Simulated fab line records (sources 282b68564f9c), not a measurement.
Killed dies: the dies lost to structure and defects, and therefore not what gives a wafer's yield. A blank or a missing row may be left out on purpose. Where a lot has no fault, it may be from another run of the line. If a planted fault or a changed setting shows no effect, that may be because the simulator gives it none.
Split-lot experiment	flow rit_cmos	23 wafers read across 5 lots, on a route 202 steps long

## SPLIT DETAILS
At RIT_SILICIDE_SPUTTER_01 (material Ti, target thk 30 nm, time 240 s), the setting time_s was moved away from the recipe's 240 s on 7 of the 23 wafers read, by -7.5% to +4.5%. The other wafers ran this setting at the recipe's value.

## THE PATH FROM SPLIT TO READING: the file shows 1 step between them
- RIT_SILICIDE_RS_MEAS_02: measures by four-point-probe

## THE READING
SILICIDE_TI_THK, in nm, at RIT_SILICIDE_THK_MEAS_03 (measures by xrf). On this fab line, fault-free wafers typically give 30.2 nm with a standard deviation of 0.44 nm.

wafer	tool, chamber at the split	time_s as run, s	against the recipe	SILICIDE_TI_THK, nm	against lot-mates on the recipe
L074.1	pvd_sputter-03, -	240	recipe	29.7	-
L074.3	pvd_sputter-03, -	240	recipe	30.0	-
L074.4	pvd_sputter-03, -	240	recipe	30.0	-
L074.5	pvd_sputter-03, -	240	recipe	30.3	-
L074.6	pvd_sputter-03, -	240	recipe	30.4	-
L077.1	pvd_sputter-04, -	221.9	-7.5%	27.9	-3.0
L077.2	pvd_sputter-04, -	240	recipe	30.7	-
L077.3	pvd_sputter-04, -	240	recipe	31.1	-
L077.4	pvd_sputter-04, -	221.9	-7.5%	28.1	-2.8
L077.5	pvd_sputter-04, -	221.9	-7.5%	28.7	-2.2
L078.2	pvd_sputter-03, -	240	recipe	30.2	-
L078.3	pvd_sputter-03, -	240	recipe	29.6	-
L078.6	pvd_sputter-03, -	240	recipe	29.3	-
L080.2	pvd_sputter-03, -	240	recipe	29.9	-
L080.3	pvd_sputter-03, -	250.8	+4.5%	31.7	+1.5
L080.4	pvd_sputter-03, -	240	recipe	30.1	-
L080.5	pvd_sputter-03, -	250.8	+4.5%	31.8	+1.6
L080.6	pvd_sputter-03, -	240	recipe	30.5	-
L084.2	pvd_sputter-03, -	227.9	-5.0%	28.9	-2.1
L084.3	pvd_sputter-03, -	240	recipe	31.3	-
L084.4	pvd_sputter-03, -	240	recipe	30.5	-
L084.5	pvd_sputter-03, -	240	recipe	31.2	-
L084.6	pvd_sputter-03, -	227.9	-5.0%	29.3	-1.7

FIT RESULTS
A straight line over all 23 wafers: SILICIDE_TI_THK changes by +0.278 nm for each +1% of time_s; r = +0.88; the points scatter about the line by 0.51 nm.
The same after taking each lot's own level away (the mean of its wafers on the recipe; 23 wafers): +0.357 nm for each +1%; r = +0.97; scatter 0.3 nm.
Per that fit: largest time_s move, reading shift of 2.7 nm.
From 29.70 to 31.00 nm: that is the span of the lots' own levels, equal to 3.0 times the standard deviation above.
In other words, the slope is changed by the lot-to-lot level; the two fits disagree.
Check: for one of the wafers moved furthest among these (-7.5%), held out of the fit, the line's prediction against its lot-mates is -2.62 nm. It came out at -3 nm against them.

## THESE WAFERS: OTHER SPLITS
Before the reading, these wafers also passed through other splits. Each is held against what the fit with the lots' levels taken away leaves over:
other split on the same wafers	wafers away from the commonest value	r with SILICIDE_TI_THK (lot level and that fit taken away)
RIT_NSD_IMPLANT_08 energy_kev	5	+0.00

## THE WHOLE CHAIN: every reading that the file lists as answering this split, in the file's order
step	what it does	reading	change (the file's fit)	r (the file's)
RIT_SILICIDE_SPUTTER_01	material Ti, target thk 30 nm, time 240 s	Ti_of_SILICIDE_SPUTTER_01.thk_nm (the simulator's own value, which no gauge read)	+0.368 nm for each +1% of the setting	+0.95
RIT_SILICIDE_RS_MEAS_02	measures by four-point-probe	SILICIDE_TI_RS	-0.748 for each +1% of the setting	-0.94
RIT_SILICIDE_THK_MEAS_03	measures by xrf	SILICIDE_TI_THK	+0.358 for each +1% of the setting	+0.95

## THE FILE'S OWN FIT
SILICIDE_TI_THK changes by +0.358 nm for each +1% of time_s, r = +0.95.
